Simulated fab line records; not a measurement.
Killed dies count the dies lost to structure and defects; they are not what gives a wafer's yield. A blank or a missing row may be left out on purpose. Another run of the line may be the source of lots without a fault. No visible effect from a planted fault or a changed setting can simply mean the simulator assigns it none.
A lot that was struck, set against a sound lot | flow berkeley_cmos170 | 16 steps out of a route of 331
Sound: wafers L508.2, L508.4, L508.6. The struck wafers were L525.2, L525.3, L525.4. The cause comes at the end.
For every step that has rows: the tool of each side, followed by ch and its chambers, followed by its first start. Under that, the readings that differ: sound wafers | struck wafers | difference of the means | sigmas: that difference in standard deviations of wafers without a fault.
alike: readings whose means differ by less than 2 such deviations, and words and numbers that are the same on both sides. not compared: withheld readings, readings that some wafer has no value for, bounds like >300 that may hide the same value, and numbers for which the record gives no deviation and whose values overlap.
Wherever a step has rows on one side only, a row that says differs or no value, or a row with sigmas, the two part there. Numbers that have no deviation but don't overlap get no sigmas and don't part them. A reading that every wafer of one side lacks parts them only if that side has two wafers or more.

first, 1 step without rows for these wafers: UCB170_M3_SOFTBAKE_06 (time 60 s).
UCB170_M3_STRIP_07: strips in O2.
  sound on plasma_asher-03 ch 0, day 8 07:13; struck on plasma_asher-02 ch 0,1, day 12 11:31
  reading                      | sound             | struck            | difference | sigmas
  strip_time_to_endpoint_s (s) | 22.02 21.98 22.05 | 21.89 21.94 21.84 | -0.13      | -2
  alike: drypump_motor_current_A, oes_product_au
  not compared: rf_hours_counter_h
then, 7 steps without rows for these wafers: UCB170_M3_STRIP_08 (strips KrF in DMSO, time 600 s); UCB170_M3_COAT_09; UCB170_M3_COAT_10 (resist thk 913 nm); UCB170_M3_SOFTBAKE_11 (time 60 s); UCB170_M3_EXPOSE_12 (exposes mask METAL3, target cd 700 nm); UCB170_M3_PEB_13; UCB170_M3_DEVELOP_14 (develop time 45 s).
UCB170_M3_CD_MEAS_15 targets a cd of 700 nm.
  sound on cd_sem-02 at day 8 08:48; struck on cd_sem-02 at day 12 12:52
  alike: cd_nm
UCB170_M3_OVL_MEAS_16:
  sound on overlay-01 at day 8 08:55; struck on overlay-01 at day 12 12:59
  alike: M3_OVL
UCB170_M3_ETCH_17: etches BARC in N2/H2.
  sound on rie_diel-03 ch 2,3, day 8 08:56; struck on rie_diel-01 ch 0,1,3, day 12 13:01
  alike: bias_w, drypump_motor_current_A, oes_product_au, rf_fwd_power_W, throttle_valve_pct
UCB170_M3_METAL_ETCH_18: etches Al in Cl2/BCl3, stops on SiO2, target depth 1170 nm, time 195 s.
  sound on rie_metal-02 ch 0,1, day 8 08:59; struck on rie_metal-01 ch 0,1, day 12 13:03
  reading                             | sound             | struck            | difference | sigmas
  oes_product_au (a.u.)               | 0.866 0.875 0.870 | 0.750 0.765 0.754 | -0.114     | -12
  model.M3.feature_depth_nm (nm)      | 961.6 968.3 972.9 | 740.5 726.6 744.7 | -230.3     |
  model.KrF_of_M3_COAT_10.thk_nm (nm) | 250 233.4 230.9   | 470.2 478.4 464.7 | +233.0     |
  model.etch.depth_nm (nm)            | 907.5 912.4 916.7 | 740.5 726.6 744.7 | -174.9     |
  alike: bias_w, drypump_motor_current_A, he_backside_leak_sccm, rf_fwd_power_W, throttle_valve_pct
  not compared: rf_hours_counter_h
UCB170_M3_STRIP_19: strips in O2.
  sound on plasma_asher-02 ch 0, day 8 09:10; struck on plasma_asher-02 ch 0,1, day 12 13:14
  reading               | sound             | struck            | difference | sigmas
  oes_product_au (a.u.) | 0.584 0.565 0.562 | 0.727 0.713 0.712 | +0.147     | +10
  alike: drypump_motor_current_A
  not compared: rf_hours_counter_h
UCB170_M3_CD_MEAS_90 targets a cd of 700 nm.
  sound on cd_sem-01 at day 8 09:17; struck on cd_sem-01 at day 12 13:22
  reading    | sound             | struck            | difference | sigmas
  cd_nm (nm) | 702.0 701.1 699.9 | 714.5 718.6 717.9 | +16.0      | +6
UCB170_M3_BOW_MEAS_20:
  sound on film_metro-01 at day 8 09:25; struck on film_metro-01 at day 12 13:29
  alike: M3_BOW

## WHERE THEY PART
At UCB170_M3_STRIP_07 first; at UCB170_M3_CD_MEAS_90 last (within this record only). Later steps at which nothing parts them and some readings are alike: UCB170_M3_BOW_MEAS_20.

WHY: the cause the simulator had injected
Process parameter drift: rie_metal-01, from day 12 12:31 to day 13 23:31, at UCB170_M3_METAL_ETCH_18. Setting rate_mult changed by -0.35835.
